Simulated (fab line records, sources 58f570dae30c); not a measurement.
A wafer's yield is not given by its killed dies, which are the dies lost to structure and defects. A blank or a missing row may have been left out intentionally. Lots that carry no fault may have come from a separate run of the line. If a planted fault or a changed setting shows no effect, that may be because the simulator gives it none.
fab line records | flow berkeley_cmos170 | part 1 of 2: steps 1 to 29 of 40
record lots=5 | wafers=15 | last_day=12
route steps=331 shown NVT@112 PVT@115 GATE@125 FIELD@126 PLDD@145
lots with no fault: from the same line, run without faults
start_h: start of the lot's first displayed wafer, in hours after the record's first day | wait_h: hours from the lot's prior step to this one | " same as the row above | L1.1+2: a single row standing in for several wafers | - no value, or no start was given | * or withheld: withheld | < > ~ a bound
route shown NAME@n: names a module that has steps shown in the file, with the first one's number in the route | usual: mean/standard deviation of fault-free wafers | same: alike in all rows | chamber/n: place in a boat | sites: readings site by site | _std_site: the standard deviation of these | _edge_site: inner sites' mean taken away from outer sites' mean | radius_mm: for every site, how far away it sits from the centre of the wafer | mask NAME#n: copy n | behind: tool/chamber where the wafer was last shaped | hold: what put the lot on hold/how long, in hours/how the hold closed | device: which transistor (n, p or np) failed to switch | end of line: at the end of the route, the tests of the same wafers | a step given without rows: its recipe and nothing more | killed: the dies lost at the first sort to structure and to defects; this is not the yield of the wafer | map: dies across one wafer; x = killed, . = not, _ = none there
set.NAME: the run value of the setting; set.NAME@STEP: its run value at that earlier step | model.NAME: the simulator's own value behind a step, which no gauge read
a table for each step, a row for each wafer; lots at some steps of the route
services: when a tool's chamber went out of use (start_h, in hours from the record's first day, below 0 if earlier), for how many hours, and the reason
## steps
# step UCB170_NVT_STRIP_08
# recipe chemistry=O2 | power_w=400 | pressure_mtorr=3500 | platen_temp_c=withheld | o2_flow_sccm=400 | overash_fraction=0.5
# usual drypump_motor_current_A=5.8/0.44 | oes_product_au=0.735/0.0039 | strip_time_to_endpoint_s=21.62/0.066
lot.wafer | tool            | chamber | start_h | wait_h | drypump_motor_current_A | oes_product_au | rf_hours_counter_h | strip_time_to_endpoint_s
L084.1    | plasma_asher-01 | 1       | 151.56  | 0.1    | 6.6                     | 0.736          | 42                 | 21.69
L084.2    | "               | 0       | "       | "      | 5.3                     | 0.729          | 42                 | 21.71
L084.3    | "               | 0       | "       | "      | 5.3                     | 0.733          | -                  | 21.73
L093.1    | plasma_asher-02 | 0       | 199.33  | 0.1    | 6.3                     | 0.734          | 49                 | 21.49
L093.2    | "               | 1       | "       | "      | 5.8                     | 0.725          | 49                 | 21.50
L093.6    | "               | 0       | "       | "      | 6.3                     | 0.733          | -                  | 21.56
L094.1    | plasma_asher-03 | 1       | 209.65  | 0.1    | 5.6                     | 0.735          | 10                 | 21.46
L094.4    | "               | 0       | "       | "      | 5.7                     | 0.732          | -                  | 21.51
L094.5    | "               | 1       | "       | "      | 5.6                     | 0.736          | -                  | 21.54
L096.2    | plasma_asher-01 | 0       | 219.67  | 0.1    | 5.2                     | 0.741          | 49                 | 21.76
L096.5    | "               | 0       | "       | "      | 5.2                     | 0.728          | -                  | 21.65
L096.6    | "               | 1       | "       | "      | 6.6                     | 0.732          | -                  | 21.68
L097.3    | plasma_asher-02 | 0       | 235.79  | 0.1    | 6.3                     | 0.734          | -                  | 21.57
L097.5    | "               | 0       | "       | "      | 6.3                     | 0.741          | -                  | 21.59
L097.6    | "               | 1       | "       | "      | 5.8                     | 0.735          | -                  | 21.65
# step UCB170_NVT_TW_MEAS_09
# usual NVT_TW=523/4.7
lot.wafer | tool          | chamber | start_h | wait_h | NVT_TW
L084.1    | film_metro-03 | -       | 151.66  | 0.1    | 520
L084.2    | "             | -       | "       | "      | 518
L084.3    | "             | -       | "       | "      | 522
L093.1    | film_metro-02 | -       | 199.43  | 0.1    | 527
L093.2    | "             | -       | "       | "      | 527
L093.6    | "             | -       | "       | "      | 530
L094.1    | film_metro-02 | -       | 209.75  | 0.1    | 527
L094.4    | "             | -       | "       | "      | 532
L094.5    | "             | -       | "       | "      | 527
L096.2    | film_metro-03 | -       | 219.78  | 0.1    | 522
L096.5    | "             | -       | "       | "      | 519
L096.6    | "             | -       | "       | "      | 521
L097.3    | film_metro-02 | -       | 235.88  | 0.1    | 529
L097.5    | "             | -       | "       | "      | 529
L097.6    | "             | -       | "       | "      | 529
# step UCB170_NVT_CLEAN_10
# recipe chemistry=SPM | temp_c=120 | time_s=600
# usual bath_heat_duty_pct=13.1/1.1
lot.wafer | tool         | chamber | start_h | wait_h | bath_heat_duty_pct
L084.1    | wet_bench-04 | 0       | 151.89  | 0.2    | 12.6
L084.2    | "            | 0       | "       | "      | 12.6
L084.3    | "            | 0       | "       | "      | 11.7
L093.1    | wet_bench-01 | 2       | 199.49  | 0.1    | 11.7
L093.2    | "            | 2       | "       | "      | 11.1
L093.6    | "            | 2       | "       | "      | 11.8
L094.1    | wet_bench-04 | 0       | 209.81  | 0.1    | 13.4
L094.4    | "            | 0       | "       | "      | 12.0
L094.5    | "            | 0       | "       | "      | 12.9
L096.2    | wet_bench-04 | 2       | 219.83  | 0.0    | 13.1
L096.5    | "            | 2       | "       | "      | 13.4
L096.6    | "            | 2       | "       | "      | 13.5
L097.3    | wet_bench-04 | 1       | 235.92  | 0.0    | 12.6
L097.5    | "            | 1       | "       | "      | 12.1
L097.6    | "            | 1       | "       | "      | 12.7
# step UCB170_PVT_HMDS_00
# recipe prime_time_s=60 | prime_temp_c=100
# same prime_time_s=60
lot.wafer  | tool           | chamber | start_h | wait_h
L084.1+2+3 | litho_track-02 | 0       | 152.07  | 0.0
L093.1+2+6 | litho_track-02 | 0       | 199.67  | 0.0
L094.1+4+5 | litho_track-03 | 0       | 210.53  | 0.5
L096.2+5+6 | litho_track-04 | 0       | 220.17  | 0.2
L097.3+5+6 | litho_track-04 | 0       | 236.43  | 0.3
# step UCB170_PVT_COAT_01
# recipe resist=KrF | spin_rpm=1500 | resist_thk_nm=900
# usual spin_speed_rpm=1500.0/0.91
lot.wafer | tool           | chamber | start_h | wait_h | spin_speed_rpm
L084.1    | litho_track-02 | 0       | 152.22  | 0.1    | 1499.9
L084.2    | "              | 0       | "       | "      | 1499.6
L084.3    | "              | 0       | "       | "      | 1500.2
L093.1    | litho_track-02 | 0       | 199.82  | 0.1    | 1499.2
L093.2    | "              | 0       | "       | "      | 1499.7
L093.6    | "              | 0       | "       | "      | 1500.1
L094.1    | litho_track-03 | 0       | 210.68  | 0.1    | 1499.3
L094.4    | "              | 0       | "       | "      | 1500.8
L094.5    | "              | 0       | "       | "      | 1499.7
L096.2    | litho_track-04 | 0       | 220.32  | 0.1    | 1501.7
L096.5    | "              | 0       | "       | "      | 1499.6
L096.6    | "              | 0       | "       | "      | 1500.8
L097.3    | litho_track-04 | 0       | 236.58  | 0.1    | 1501.0
L097.5    | "              | 0       | "       | "      | 1500.4
L097.6    | "              | 0       | "       | "      | 1499.7
# step UCB170_PVT_SOFTBAKE_02
# recipe resist=KrF | temp_c=130 | time_s=60
lot.wafer  | tool           | chamber | start_h | wait_h
L084.1+2+3 | litho_track-02 | 0       | 152.37  | 0.1
L093.1+2+6 | litho_track-02 | 0       | 199.97  | 0.1
L094.1+4+5 | litho_track-03 | 0       | 210.83  | 0.1
L096.2+5+6 | litho_track-04 | 0       | 220.47  | 0.1
L097.3+5+6 | litho_track-04 | 0       | 236.73  | 0.1
# step UCB170_PVT_EXPOSE_03
# recipe mask_id=NWELL | target_cd_nm=3000 | na=0.5 | sigma_outer=0.6 | source_shape=conventional | dose_mj=30
# same na=0.5
lot.wafer  | tool           | chamber | start_h | wait_h | mask
L084.1+2+3 | krf_scanner-02 | 0       | 152.52  | 0.1    | NWELL#0
L093.1+2+6 | krf_scanner-02 | 0       | 200.24  | 0.2    | NWELL#0
L094.1+4+5 | krf_scanner-02 | 0       | 210.98  | 0.1    | NWELL#0
L096.2+5+6 | krf_scanner-02 | 0       | 220.62  | 0.1    | NWELL#0
L097.3+5+6 | krf_scanner-01 | 0       | 236.87  | 0.1    | NWELL#0
# step UCB170_PVT_PEB_04
# recipe peb_temp_c=130 | peb_time_s=withheld | resist=KrF
lot.wafer  | tool           | chamber | start_h | wait_h
L084.1+2+3 | litho_track-04 | 0       | 153.01  | 0.5
L093.1+2+6 | litho_track-04 | 0       | 200.62  | 0.4
L094.1+4+5 | litho_track-03 | 0       | 211.25  | 0.3
L096.2+5+6 | litho_track-02 | 0       | 220.96  | 0.3
L097.3+5+6 | litho_track-02 | 0       | 237.00  | 0.1
# step UCB170_PVT_DEVELOP_05
# recipe developer=TMAH | develop_time_s=45 | resist=KrF | dev_temp_c=21
lot.wafer  | tool           | chamber | start_h | wait_h
L084.1+2+3 | litho_track-04 | 0       | -       | -
L093.1+2+6 | litho_track-04 | 0       | -       | -
L094.1+4+5 | litho_track-03 | 0       | -       | -
L096.2+5+6 | litho_track-02 | 0       | -       | -
L097.3+5+6 | litho_track-02 | 0       | -       | -
# step UCB170_PVT_OVL_MEAS_06
# usual PVT_OVL=4/4.9
lot.wafer | tool       | chamber | start_h | wait_h | PVT_OVL[nm]
L084.1    | overlay-02 | -       | 153.29  | -      | 9
L084.2    | "          | -       | "       | "      | 6
L084.3    | "          | -       | "       | "      | 7
L093.1    | overlay-01 | -       | 200.89  | -      | -1
L093.2    | "          | -       | "       | "      | 0
L093.6    | "          | -       | "       | "      | -1
L094.1    | overlay-02 | -       | 211.53  | -      | 4
L094.4    | "          | -       | "       | "      | 3
L094.5    | "          | -       | "       | "      | 8
L096.2    | overlay-02 | -       | 221.22  | -      | 0
L096.5    | "          | -       | "       | "      | 6
L096.6    | "          | -       | "       | "      | 10
L097.3    | overlay-02 | -       | 237.24  | -      | 8
L097.5    | "          | -       | "       | "      | 6
L097.6    | "          | -       | "       | "      | 2
# step UCB170_PVT_IMPLANT_07
# recipe species=P | dose_cm2=2e+12 | energy_kev=30 | tilt_deg=7
lot.wafer  | tool         | chamber | start_h | wait_h
L084.1+2+3 | implanter-01 | 0       | 153.32  | 0.0
L093.1+2+6 | implanter-03 | 0       | 200.93  | 0.0
L094.1+4+5 | implanter-01 | 0       | 211.57  | 0.0
L096.2+5+6 | implanter-02 | 0       | 221.28  | 0.0
L097.3+5+6 | implanter-03 | 0       | 237.31  | 0.1
# step UCB170_PVT_STRIP_08
# recipe chemistry=O2 | power_w=400 | pressure_mtorr=3500 | platen_temp_c=withheld | o2_flow_sccm=400 | overash_fraction=0.5
# usual drypump_motor_current_A=5.7/0.59 | oes_product_au=0.735/0.0046 | strip_time_to_endpoint_s=21.63/0.059
lot.wafer | tool            | chamber | start_h | wait_h | drypump_motor_current_A | oes_product_au | rf_hours_counter_h | strip_time_to_endpoint_s
L084.1    | plasma_asher-01 | 0       | 153.47  | 0.1    | 5.2                     | 0.740          | 42                 | 21.72
L084.2    | "               | 1       | "       | "      | 6.6                     | 0.740          | 42                 | 21.65
L084.3    | "               | 0       | "       | "      | 5.2                     | 0.733          | -                  | 21.68
L093.1    | plasma_asher-04 | 1       | 201.08  | 0.1    | 5.4                     | 0.737          | 47                 | 21.65
L093.2    | "               | 0       | "       | "      | 4.9                     | 0.741          | 47                 | 21.67
L093.6    | "               | 1       | "       | "      | 5.4                     | 0.738          | -                  | 21.76
L094.1    | plasma_asher-02 | 0       | 211.72  | 0.1    | 6.3                     | 0.736          | 51                 | 21.64
L094.4    | "               | 0       | "       | "      | 6.4                     | 0.737          | -                  | 21.62
L094.5    | "               | 0       | "       | "      | 6.3                     | 0.738          | -                  | 21.60
L096.2    | plasma_asher-04 | 0       | 221.40  | 0.1    | 4.9                     | 0.736          | 49                 | 21.64
L096.5    | "               | 0       | "       | "      | 4.9                     | 0.743          | -                  | 21.58
L096.6    | "               | 1       | "       | "      | 5.4                     | 0.737          | -                  | 21.54
L097.3    | plasma_asher-02 | 0       | 237.44  | 0.1    | 6.3                     | 0.740          | -                  | 21.51
L097.5    | "               | 0       | "       | "      | 6.3                     | 0.736          | -                  | 21.55
L097.6    | "               | 1       | "       | "      | 5.8                     | 0.733          | -                  | 21.54
# step UCB170_PVT_TW_MEAS_09
# usual PVT_TW=510/4.1
lot.wafer | tool          | chamber | start_h | wait_h | PVT_TW
L084.1    | film_metro-02 | -       | 153.57  | 0.1    | 514
L084.2    | "             | -       | "       | "      | 516
L084.3    | "             | -       | "       | "      | 517
L093.1    | film_metro-03 | -       | 201.18  | 0.1    | 506
L093.2    | "             | -       | "       | "      | 506
L093.6    | "             | -       | "       | "      | 504
L094.1    | film_metro-03 | -       | 211.82  | 0.1    | 506
L094.4    | "             | -       | "       | "      | 507
L094.5    | "             | -       | "       | "      | 507
L096.2    | film_metro-03 | -       | 221.51  | 0.1    | 507
L096.5    | "             | -       | "       | "      | 504
L096.6    | "             | -       | "       | "      | 507
L097.3    | film_metro-01 | -       | 237.53  | 0.1    | 513
L097.5    | "             | -       | "       | "      | 514
L097.6    | "             | -       | "       | "      | 516
# step UCB170_GATE_WET_ETCH_00
# recipe chemistry=dHF | dilution=25:1 | target=SiO2 | temp_c=25 | time_s=200
# usual bath_heat_duty_pct=6.3/0.65
lot.wafer | tool         | chamber | start_h | wait_h | bath_heat_duty_pct
L084.1    | wet_bench-03 | 1       | 154.15  | 0.6    | 7.4
L084.2    | "            | 1       | "       | "      | 7.4
L084.3    | "            | 1       | "       | "      | 5.4
L093.1    | wet_bench-03 | 3       | 201.24  | 0.1    | 6.6
L093.2    | "            | 3       | "       | "      | 6.3
L093.6    | "            | 3       | "       | "      | 6.6
L094.1    | wet_bench-02 | 3       | 211.93  | 0.1    | 6.3
L094.4    | "            | 3       | "       | "      | 6.6
L094.5    | "            | 3       | "       | "      | 6.6
L096.2    | wet_bench-02 | 0       | 221.56  | 0.0    | 6.6
L096.5    | "            | 0       | "       | "      | 6.6
L096.6    | "            | 0       | "       | "      | 5.8
L097.3    | wet_bench-01 | 2       | 237.63  | 0.1    | 5.7
L097.5    | "            | 2       | "       | "      | 5.2
L097.6    | "            | 2       | "       | "      | 4.8
# step UCB170_FIELD_THK_MEAS_91
# recipe reads=SiO2_of_FIELD_OXIDATION_01
# usual FIELD_OXIDE_LEFT_2_THK=350/12
lot.wafer | tool          | chamber | start_h | wait_h | FIELD_OXIDE_LEFT_2_THK[nm]
L084.1    | film_metro-02 | -       | 154.21  | 0.0    | 327
L084.2    | "             | -       | "       | "      | 326
L084.3    | "             | -       | "       | "      | 324
L093.1    | film_metro-02 | -       | 201.31  | 0.0    | 361
L093.2    | "             | -       | "       | "      | 364
L093.6    | "             | -       | "       | "      | 372
L094.1    | film_metro-02 | -       | 212.07  | 0.0    | 348
L094.4    | "             | -       | "       | "      | 346
L094.5    | "             | -       | "       | "      | 358
L096.2    | film_metro-01 | -       | 221.63  | 0.0    | 370
L096.5    | "             | -       | "       | "      | 362
L096.6    | "             | -       | "       | "      | 356
L097.3    | film_metro-03 | -       | 237.72  | 0.0    | 350
L097.5    | "             | -       | "       | "      | 348
L097.6    | "             | -       | "       | "      | 349
# step UCB170_GATE_OXIDATION_01
# recipe temp_c=850 | ambient=O2 | target_thk_a=66 | ox_time_s=1800
# usual zone_power_centre_pct=43/3.1 | zone_power_load_pct=24.3/2.2
lot.wafer | tool       | chamber | start_h | wait_h | zone_power_centre_pct | zone_power_load_pct
L084.1    | furnace-01 | 0       | 157.05  | 2.8    | 43                    | 21.6
L084.2    | "          | 0       | "       | "      | 43                    | 21.2
L084.3    | "          | 0       | "       | "      | 43                    | 21.3
L093.1    | furnace-01 | 0       | 203.45  | 2.1    | 42                    | 21.4
L093.2    | "          | 0       | "       | "      | 43                    | 21.1
L093.6    | "          | 0       | "       | "      | 42                    | 21.4
L094.1    | furnace-02 | 0       | 214.34  | 2.3    | 42                    | 26.4
L094.4    | "          | 0       | "       | "      | 41                    | 26.3
L094.5    | "          | 0       | "       | "      | 41                    | 26.5
L096.2    | furnace-02 | 0       | 223.89  | 2.2    | 42                    | 26.0
L096.5    | "          | 0       | "       | "      | 42                    | 26.4
L096.6    | "          | 0       | "       | "      | 41                    | 26.2
L097.3    | furnace-03 | 0       | 240.18  | 2.4    | 51                    | 24.7
L097.5    | "          | 0       | "       | "      | 51                    | 24.9
L097.6    | "          | 0       | "       | "      | 50                    | 24.6
# step UCB170_GATE_THK_MEAS_02
# recipe reads=SiO2_of_GATE_OXIDATION_01
# usual GATE_OXIDE_THK=6.56/0.13
lot.wafer | tool          | chamber | start_h | wait_h | GATE_OXIDE_THK[nm]
L084.1    | film_metro-04 | -       | 158.55  | 0.0    | 6.56
L084.2    | "             | -       | "       | "      | 6.61
L084.3    | "             | -       | "       | "      | 6.45
L093.1    | film_metro-02 | -       | 204.95  | 0.0    | 6.69
L093.2    | "             | -       | "       | "      | 6.77
L093.6    | "             | -       | "       | "      | 6.76
L094.1    | film_metro-02 | -       | 215.84  | 0.0    | 6.76
L094.4    | "             | -       | "       | "      | 6.66
L094.5    | "             | -       | "       | "      | 6.68
L096.2    | film_metro-02 | -       | 225.40  | 0.0    | 6.69
L096.5    | "             | -       | "       | "      | 6.69
L096.6    | "             | -       | "       | "      | 6.65
L097.3    | film_metro-02 | -       | 241.76  | 0.1    | 6.55
L097.5    | "             | -       | "       | "      | 6.62
L097.6    | "             | -       | "       | "      | 6.74
# step UCB170_GATE_ANNEAL_03
# recipe temp_c=900 | time_s=1800 | ambient=N2
# usual zone_power_centre_pct=48/4.2 | zone_power_load_pct=27.5/2.2
lot.wafer | tool       | chamber | start_h | wait_h | zone_power_centre_pct | zone_power_load_pct
L084.1    | furnace-03 | 0       | 162.19  | 3.6    | 54                    | 27.6
L084.2    | "          | 0       | "       | "      | 52                    | 27.9
L084.3    | "          | 0       | "       | "      | 53                    | 27.4
L093.1    | furnace-03 | 0       | 208.63  | 3.7    | 54                    | 28.3
L093.2    | "          | 0       | "       | "      | 53                    | 27.7
L093.6    | "          | 0       | "       | "      | 54                    | 27.7
L094.1    | furnace-01 | 0       | 217.15  | 1.3    | 45                    | 23.9
L094.4    | "          | 0       | "       | "      | 46                    | 24.1
L094.5    | "          | 0       | "       | "      | 45                    | 23.7
L096.2    | furnace-02 | 0       | 227.98  | 2.6    | 44                    | 29.9
L096.5    | "          | 0       | "       | "      | 45                    | 30.1
L096.6    | "          | 0       | "       | "      | 44                    | 29.4
L097.3    | furnace-02 | 0       | 245.09  | 3.3    | 44                    | 29.6
L097.5    | "          | 0       | "       | "      | 45                    | 29.5
L097.6    | "          | 0       | "       | "      | 45                    | 29.2
# step UCB170_GATE_CVD_04
# recipe material=poly-Si | temp_c=610 | precursor=SiH4 | time_s=1440 | pressure_mtorr=375 | target_thk_nm=214 | sih4_flow_sccm=120
# usual zone_power_centre_pct=25.8/1.6 | zone_power_load_pct=11.9/0.59
lot.wafer | tool     | chamber | start_h | wait_h | zone_power_centre_pct | zone_power_load_pct
L084.1    | lpcvd-01 | 1       | 163.69  | 0.0    | 24.0                  | 11.3
L084.2    | "        | 1       | "       | "      | 24.2                  | 11.2
L084.3    | "        | 1       | "       | "      | 24.2                  | 11.4
L093.1    | lpcvd-01 | 0       | 210.13  | 0.0    | 28.1                  | 12.0
L093.2    | "        | 0       | "       | "      | 28.1                  | 12.3
L093.6    | "        | 0       | "       | "      | 27.8                  | 11.9
L094.1    | lpcvd-01 | 1       | 219.52  | 0.9    | 24.2                  | 11.3
L094.4    | "        | 1       | "       | "      | 24.2                  | 11.2
L094.5    | "        | 1       | "       | "      | 24.3                  | 11.4
L096.2    | lpcvd-02 | 0       | 229.48  | 0.0    | 25.8                  | 12.9
L096.5    | "        | 0       | "       | "      | 26.1                  | 12.8
L096.6    | "        | 0       | "       | "      | 26.1                  | 13.0
L097.3    | lpcvd-01 | 0       | 246.59  | 0.0    | 28.4                  | 11.9
L097.5    | "        | 0       | "       | "      | 27.9                  | 11.9
L097.6    | "        | 0       | "       | "      | 28.0                  | 12.0
# step UCB170_GATE_THK_MEAS_05
# recipe reads=poly-Si_of_GATE_CVD_04
# usual GATE_POLY_THK=213.3/2
lot.wafer | tool          | chamber | start_h | wait_h | GATE_POLY_THK[nm]
L084.1    | film_metro-04 | -       | 165.79  | 0.0    | 209.8
L084.2    | "             | -       | "       | "      | 209.9
L084.3    | "             | -       | "       | "      | 207.8
L093.1    | film_metro-02 | -       | 211.59  | 0.1    | 215.7
L093.2    | "             | -       | "       | "      | 213.8
L093.6    | "             | -       | "       | "      | 215.5
L094.1    | film_metro-01 | -       | 220.92  | 0.0    | 213.3
L094.4    | "             | -       | "       | "      | 215.3
L094.5    | "             | -       | "       | "      | 213.2
L096.2    | film_metro-02 | -       | 230.89  | 0.0    | 216.2
L096.5    | "             | -       | "       | "      | 215.1
L096.6    | "             | -       | "       | "      | 215.7
L097.3    | film_metro-02 | -       | 248.01  | 0.0    | 212.4
L097.5    | "             | -       | "       | "      | 212.1
L097.6    | "             | -       | "       | "      | 210.5
# step UCB170_GATE_COAT_06
# recipe resist=BARC | temp_c=withheld | time_s=withheld | spin_rpm=3000 | resist_thk_nm=withheld
# usual spin_speed_rpm=2999.4/1.9
lot.wafer | tool           | chamber | start_h | wait_h | spin_speed_rpm
L084.1    | litho_track-03 | 0       | 165.85  | 0.1    | 3002.8
L084.2    | "              | 0       | "       | "      | 2999.0
L084.3    | "              | 0       | "       | "      | 3000.3
L093.1    | litho_track-03 | 0       | 211.80  | 0.2    | 2999.8
L093.2    | "              | 0       | "       | "      | 2999.3
L093.6    | "              | 0       | "       | "      | 3001.0
L094.1    | litho_track-03 | 0       | 221.03  | 0.1    | 2999.3
L094.4    | "              | 0       | "       | "      | 3001.4
L094.5    | "              | 0       | "       | "      | 2999.9
L096.2    | litho_track-03 | 0       | 230.96  | 0.1    | 3003.0
L096.5    | "              | 0       | "       | "      | 3001.4
L096.6    | "              | 0       | "       | "      | 3002.3
L097.3    | litho_track-01 | 0       | 248.10  | 0.1    | 2997.4
L097.5    | "              | 0       | "       | "      | 2998.8
L097.6    | "              | 0       | "       | "      | 3000.2
# step UCB170_GATE_COAT_07
# recipe resist=KrF | spin_rpm=1500 | resist_thk_nm=900
# usual spin_speed_rpm=1500.1/0.95
lot.wafer | tool           | chamber | start_h | wait_h | spin_speed_rpm
L084.1    | litho_track-03 | 0       | -       | -      | 1500.9
L084.2    | "              | 0       | "       | "      | 1500.0
L084.3    | "              | 0       | "       | "      | 1500.4
L093.1    | litho_track-03 | 0       | -       | -      | 1500.5
L093.2    | "              | 0       | "       | "      | 1501.0
L093.6    | "              | 0       | "       | "      | 1499.6
L094.1    | litho_track-03 | 0       | -       | -      | 1500.3
L094.4    | "              | 0       | "       | "      | 1499.4
L094.5    | "              | 0       | "       | "      | 1499.6
L096.2    | litho_track-03 | 0       | -       | -      | 1500.1
L096.5    | "              | 0       | "       | "      | 1500.2
L096.6    | "              | 0       | "       | "      | 1500.5
L097.3    | litho_track-01 | 0       | -       | -      | 1499.3
L097.5    | "              | 0       | "       | "      | 1501.8
L097.6    | "              | 0       | "       | "      | 1499.3
# step UCB170_GATE_SOFTBAKE_08
# recipe resist=KrF | temp_c=129.3 | time_s=60
lot.wafer  | tool           | chamber | start_h | wait_h
L084.1+2+3 | litho_track-03 | 0       | -       | -
L093.1+2+6 | litho_track-03 | 0       | -       | -
L094.1+4+5 | litho_track-03 | 0       | -       | -
L096.2+5+6 | litho_track-03 | 0       | -       | -
L097.3+5+6 | litho_track-01 | 0       | -       | -
# step UCB170_GATE_EXPOSE_09
# recipe mask_id=POLY | target_cd_nm=350 | na=0.5 | sigma_outer=0.6 | source_shape=conventional | dose_mj=21
# same na=0.5
lot.wafer  | tool           | chamber | start_h | wait_h | mask
L084.1+2+3 | krf_scanner-02 | 0       | 166.43  | -      | POLY#0
L093.1+2+6 | krf_scanner-01 | 0       | 212.61  | -      | POLY#0
L094.1+4+5 | krf_scanner-01 | 0       | 221.48  | -      | POLY#0
L096.2+5+6 | krf_scanner-02 | 0       | 231.53  | -      | POLY#0
L097.3+5+6 | krf_scanner-01 | 0       | 248.87  | -      | POLY#0
# step UCB170_GATE_PEB_10
# recipe peb_temp_c=128.9 | peb_time_s=withheld | resist=KrF
lot.wafer  | tool           | chamber | start_h | wait_h
L084.1+2+3 | litho_track-03 | 0       | 166.75  | 0.3
L093.1+2+6 | litho_track-01 | 0       | 212.73  | 0.1
L094.1+4+5 | litho_track-01 | 0       | 221.92  | 0.4
L096.2+5+6 | litho_track-02 | 0       | 231.65  | 0.1
L097.3+5+6 | litho_track-03 | 0       | 249.00  | 0.1
# step UCB170_GATE_DEVELOP_11
# recipe developer=TMAH | develop_time_s=45 | resist=KrF | dev_temp_c=21
lot.wafer  | tool           | chamber | start_h | wait_h
L084.1+2+3 | litho_track-03 | 0       | -       | -
L093.1+2+6 | litho_track-01 | 0       | -       | -
L094.1+4+5 | litho_track-01 | 0       | -       | -
L096.2+5+6 | litho_track-02 | 0       | -       | -
L097.3+5+6 | litho_track-03 | 0       | -       | -
# step UCB170_GATE_CD_MEAS_12
# recipe target_cd_nm=350
# usual cd_nm=349.5/1.5
lot.wafer | tool      | chamber | start_h | wait_h | cd_nm
L084.1    | cd_sem-01 | -       | 167.03  | -      | 350.6
L084.2    | "         | -       | "       | "      | 351.3
L084.3    | "         | -       | "       | "      | 351.0
L093.1    | cd_sem-01 | -       | 213.01  | -      | 349.3
L093.2    | "         | -       | "       | "      | 349.0
L093.6    | "         | -       | "       | "      | 348.6
L094.1    | cd_sem-01 | -       | 222.20  | -      | 350.3
L094.4    | "         | -       | "       | "      | 349.3
L094.5    | "         | -       | "       | "      | 349.7
L096.2    | cd_sem-02 | -       | 231.92  | -      | 351.5
L096.5    | "         | -       | "       | "      | 352.2
L096.6    | "         | -       | "       | "      | 353.0
L097.3    | cd_sem-02 | -       | 249.27  | -      | 351.3
L097.5    | "         | -       | "       | "      | 350.3
L097.6    | "         | -       | "       | "      | 351.0
# step UCB170_GATE_OVL_MEAS_13
# usual GATE_OVL=2/4.8
lot.wafer | tool       | chamber | start_h | wait_h | GATE_OVL[nm]
L084.1    | overlay-01 | -       | 167.15  | 0.1    | -1
L084.2    | "          | -       | "       | "      | 11
L084.3    | "          | -       | "       | "      | 5
L093.1    | overlay-02 | -       | 213.13  | 0.1    | 7
L093.2    | "          | -       | "       | "      | 0
L093.6    | "          | -       | "       | "      | 1
L094.1    | overlay-01 | -       | 222.32  | 0.1    | 4
L094.4    | "          | -       | "       | "      | -2
L094.5    | "          | -       | "       | "      | 8
L096.2    | overlay-02 | -       | 232.03  | 0.1    | 7
L096.5    | "          | -       | "       | "      | -2
L096.6    | "          | -       | "       | "      | 9
L097.3    | overlay-02 | -       | 249.36  | 0.1    | 2
L097.5    | "          | -       | "       | "      | -2
L097.6    | "          | -       | "       | "      | 3
# step UCB170_GATE_ETCH_14
# recipe chemistry=N2/H2 | target_depth_a=withheld | overetch_a=withheld | target=BARC | time_s=withheld | source_w=500 | bias_w=100 | pressure_mtorr=30 | n2_flow_sccm=100 | h2_flow_sccm=200
# usual bias_w=99.98/0.3 | drypump_motor_current_A=5.9/0.45 | oes_product_au=1.000/0.015 | throttle_valve_pct=13.33/0.15
lot.wafer | tool        | chamber | start_h | wait_h | bias_w | drypump_motor_current_A | oes_product_au | throttle_valve_pct
L084.1    | rie_diel-01 | 1       | 167.18  | 0.0    | 100.14 | 5.9                     | 1.023          | 13.26
L084.2    | "           | 3       | "       | "      | 99.99  | 6.5                     | 0.991          | 13.34
L084.3    | "           | 0       | "       | "      | 100.05 | 5.7                     | 0.979          | 13.56
L093.1    | rie_diel-01 | 3       | 213.16  | 0.0    | 99.91  | 6.5                     | 0.998          | 13.35
L093.2    | "           | 0       | "       | "      | 100.26 | 5.7                     | 0.979          | 13.58
L093.6    | "           | 1       | "       | "      | 100.01 | 5.8                     | 1.025          | 13.26
L094.1    | rie_diel-01 | 3       | 222.35  | 0.0    | 99.31  | 6.5                     | 1.005          | 13.35
L094.4    | "           | 0       | "       | "      | 100.24 | 5.7                     | 0.971          | 13.58
L094.5    | "           | 0       | "       | "      | 100.30 | 5.6                     | 0.967          | 13.56
L096.2    | rie_diel-03 | 0       | 232.06  | 0.0    | 99.85  | 5.8                     | 1.022          | 13.39
L096.5    | "           | 1       | "       | "      | 100.09 | 5.4                     | 1.009          | 13.36
L096.6    | "           | 0       | "       | "      | 99.67  | 5.8                     | 1.024          | 13.40
L097.3    | rie_diel-03 | 2       | 249.39  | 0.0    | 100.06 | 6.1                     | 0.989          | 13.53
L097.5    | "           | 1       | "       | "      | 100.03 | 5.4                     | 1.016          | 13.36
L097.6    | "           | 2       | "       | "      | 100.13 | 6.2                     | 1.003          | 13.54
